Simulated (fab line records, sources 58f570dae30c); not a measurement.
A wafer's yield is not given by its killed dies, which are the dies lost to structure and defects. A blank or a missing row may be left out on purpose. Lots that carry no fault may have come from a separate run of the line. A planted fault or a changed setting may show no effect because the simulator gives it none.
Matching of chambers / flow berkeleyCmos170 / UCB170_PWELL_ETCH_14 on rieDiel-02 has 4 sister chambers
The step etches Si3N4 in CH3F/Ar/O2, stops on SiO2, target depth 242 nm, time 151 s. 4 wafers are shown with their chamber, then 8 later ones without.

== WAFERS, EACH WITH ITS CHAMBER ==
wafer=L626.6; chamber=1; drypumpMotorCurrentA (A)=5.4
wafer=L627.2; chamber=0; drypumpMotorCurrentA (A)=5.1
wafer=L627.4; chamber=3; drypumpMotorCurrentA (A)=6.4
wafer=L638.2; chamber=2; drypumpMotorCurrentA (A)=6.4

== WAFERS WHOSE CHAMBER IS MISSING ==
wafer=L638.4; drypumpMotorCurrentA (A)=5.1
wafer=L638.6; drypumpMotorCurrentA (A)=5.1
wafer=L640.3; drypumpMotorCurrentA (A)=6.4
wafer=L640.4; drypumpMotorCurrentA (A)=5.4
wafer=L640.6; drypumpMotorCurrentA (A)=5.0
wafer=L642.2; drypumpMotorCurrentA (A)=5.4
wafer=L642.3; drypumpMotorCurrentA (A)=6.4
wafer=L642.6; drypumpMotorCurrentA (A)=5.4

== WHICH CHAMBER EACH ONE RAN IN ==
wafer=L638.4; from the rows above=0; in truth=0
wafer=L638.6; from the rows above=0; in truth=0
wafer=L640.3; from the rows above=can't be placed: 2 or 3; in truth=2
wafer=L640.4; from the rows above=1; in truth=1
wafer=L640.6; from the rows above=0; in truth=0
wafer=L642.2; from the rows above=1; in truth=1
wafer=L642.3; from the rows above=can't be placed: 2 or 3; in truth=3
wafer=L642.6; from the rows above=1; in truth=1
6 of 8 placed correctly. Can't be placed from these rows: 2 (the true chamber is among the candidates in 2). 0 placed wrongly.
How it was worked out, from the rows above alone: a wafer's distance from a chamber is the root of the sum, over the readings, of the square of ((its reading less the chamber's mean) divided by the reading's scatter). The wafer belongs to the nearest chamber; if the next one is less than 2 further off, it can't be placed. For every chamber, the mean is computed from those of its wafers that are shown. The scatter (one wafer shown for each chamber): square how far every hidden wafer sits from the nearest shown wafer, average those squares and take the square root.
